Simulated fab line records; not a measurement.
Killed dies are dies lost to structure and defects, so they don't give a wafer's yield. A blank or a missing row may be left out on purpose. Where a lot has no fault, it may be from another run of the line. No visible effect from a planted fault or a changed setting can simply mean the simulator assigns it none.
Split-lot experiment / flow rit_cmos / 23 wafers read across 5 lots, on a route 202 steps long

== THE SPLIT ITSELF ==
At RIT_REOX_OXIDATION_03 (target thk 25.2 nm, ox time 5580 s), the setting temp_c was moved away from the recipe's 900 C on 20 of the 23 wafers read, by -2.5% to +2.9%. This setting was run at the recipe's value on the other wafers.

The file shows no step between the split and the reading.

== THE READING ==
REOX_OXIDE_THK (nm), taken at RIT_REOX_THK_MEAS_04. A value of 24.9 nm with a standard deviation of 0.4 nm is what fault-free wafers of this fab line usually give.

wafer=L075.1; tool, chamber at the split=-, -; temp_c as run, C=906.9; against the recipe=+0.8%; REOX_OXIDE_THK, nm=27.0; against lot-mates on the recipe=no lot-mate on the recipe
wafer=L075.2; tool, chamber at the split=-, -; temp_c as run, C=906.9; against the recipe=+0.8%; REOX_OXIDE_THK, nm=26.8; against lot-mates on the recipe=no lot-mate on the recipe
wafer=L075.3; tool, chamber at the split=-, -; temp_c as run, C=906.9; against the recipe=+0.8%; REOX_OXIDE_THK, nm=27.1; against lot-mates on the recipe=no lot-mate on the recipe
wafer=L075.5; tool, chamber at the split=-, -; temp_c as run, C=906.9; against the recipe=+0.8%; REOX_OXIDE_THK, nm=27.1; against lot-mates on the recipe=no lot-mate on the recipe
wafer=L075.6; tool, chamber at the split=-, -; temp_c as run, C=906.9; against the recipe=+0.8%; REOX_OXIDE_THK, nm=27.3; against lot-mates on the recipe=no lot-mate on the recipe
wafer=L076.1; tool, chamber at the split=-, -; temp_c as run, C=877.1; against the recipe=-2.5%; REOX_OXIDE_THK, nm=19.2; against lot-mates on the recipe=no lot-mate on the recipe
wafer=L076.3; tool, chamber at the split=-, -; temp_c as run, C=877.1; against the recipe=-2.5%; REOX_OXIDE_THK, nm=19.7; against lot-mates on the recipe=no lot-mate on the recipe
wafer=L076.4; tool, chamber at the split=-, -; temp_c as run, C=877.1; against the recipe=-2.5%; REOX_OXIDE_THK, nm=19.7; against lot-mates on the recipe=no lot-mate on the recipe
wafer=L076.5; tool, chamber at the split=-, -; temp_c as run, C=877.1; against the recipe=-2.5%; REOX_OXIDE_THK, nm=19.8; against lot-mates on the recipe=no lot-mate on the recipe
wafer=L076.6; tool, chamber at the split=-, -; temp_c as run, C=877.1; against the recipe=-2.5%; REOX_OXIDE_THK, nm=19.6; against lot-mates on the recipe=no lot-mate on the recipe
wafer=L078.1; tool, chamber at the split=-, -; temp_c as run, C=913.8; against the recipe=+1.5%; REOX_OXIDE_THK, nm=28.1; against lot-mates on the recipe=no lot-mate on the recipe
wafer=L078.2; tool, chamber at the split=-, -; temp_c as run, C=913.8; against the recipe=+1.5%; REOX_OXIDE_THK, nm=28.3; against lot-mates on the recipe=no lot-mate on the recipe
wafer=L078.3; tool, chamber at the split=-, -; temp_c as run, C=913.8; against the recipe=+1.5%; REOX_OXIDE_THK, nm=28.9; against lot-mates on the recipe=no lot-mate on the recipe
wafer=L078.5; tool, chamber at the split=-, -; temp_c as run, C=913.8; against the recipe=+1.5%; REOX_OXIDE_THK, nm=28.0; against lot-mates on the recipe=no lot-mate on the recipe
wafer=L078.6; tool, chamber at the split=-, -; temp_c as run, C=913.8; against the recipe=+1.5%; REOX_OXIDE_THK, nm=28.4; against lot-mates on the recipe=no lot-mate on the recipe
wafer=L079.1; tool, chamber at the split=furnace-01, 0; temp_c as run, C=900; against the recipe=recipe; REOX_OXIDE_THK, nm=24.2; against lot-mates on the recipe=-
wafer=L079.4; tool, chamber at the split=furnace-01, 0; temp_c as run, C=900; against the recipe=recipe; REOX_OXIDE_THK, nm=24.8; against lot-mates on the recipe=-
wafer=L079.5; tool, chamber at the split=furnace-01, 0; temp_c as run, C=900; against the recipe=recipe; REOX_OXIDE_THK, nm=24.5; against lot-mates on the recipe=-
wafer=L084.1; tool, chamber at the split=-, -; temp_c as run, C=925.9; against the recipe=+2.9%; REOX_OXIDE_THK, nm=32.4; against lot-mates on the recipe=no lot-mate on the recipe
wafer=L084.2; tool, chamber at the split=-, -; temp_c as run, C=925.9; against the recipe=+2.9%; REOX_OXIDE_THK, nm=32.8; against lot-mates on the recipe=no lot-mate on the recipe
wafer=L084.3; tool, chamber at the split=-, -; temp_c as run, C=925.9; against the recipe=+2.9%; REOX_OXIDE_THK, nm=32.8; against lot-mates on the recipe=no lot-mate on the recipe
wafer=L084.4; tool, chamber at the split=-, -; temp_c as run, C=925.9; against the recipe=+2.9%; REOX_OXIDE_THK, nm=32.6; against lot-mates on the recipe=no lot-mate on the recipe
wafer=L084.6; tool, chamber at the split=-, -; temp_c as run, C=925.9; against the recipe=+2.9%; REOX_OXIDE_THK, nm=32.3; against lot-mates on the recipe=no lot-mate on the recipe

FIT RESULTS
A straight line over all 23 wafers: REOX_OXIDE_THK changes by +2.35 nm for each +1% of temp_c; r = +0.99; the points scatter about the line by 0.55 nm.
Too few moved wafers have a lot-mate on the recipe to fit a line with each lot's own level taken away.

== THE WHOLE CHAIN: every reading that the file lists as answering this split, in the file's order ==
step=RIT_REOX_OXIDATION_03; what it does=target thk 25.2 nm, ox time 5580 s; reading=SiO2_of_REOX_OXIDATION_03.thk_nm (the simulator's own value, which no gauge read); change (the file's fit)=+2.36 nm for each +1% of the setting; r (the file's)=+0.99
step=RIT_REOX_THK_MEAS_04; what it does=; reading=REOX_OXIDE_THK; change (the file's fit)=+2.35 for each +1% of the setting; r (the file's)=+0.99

== THE FILE'S OWN FIT ==
REOX_OXIDE_THK changes by +2.35 nm for each +1% of temp_c, r = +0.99.
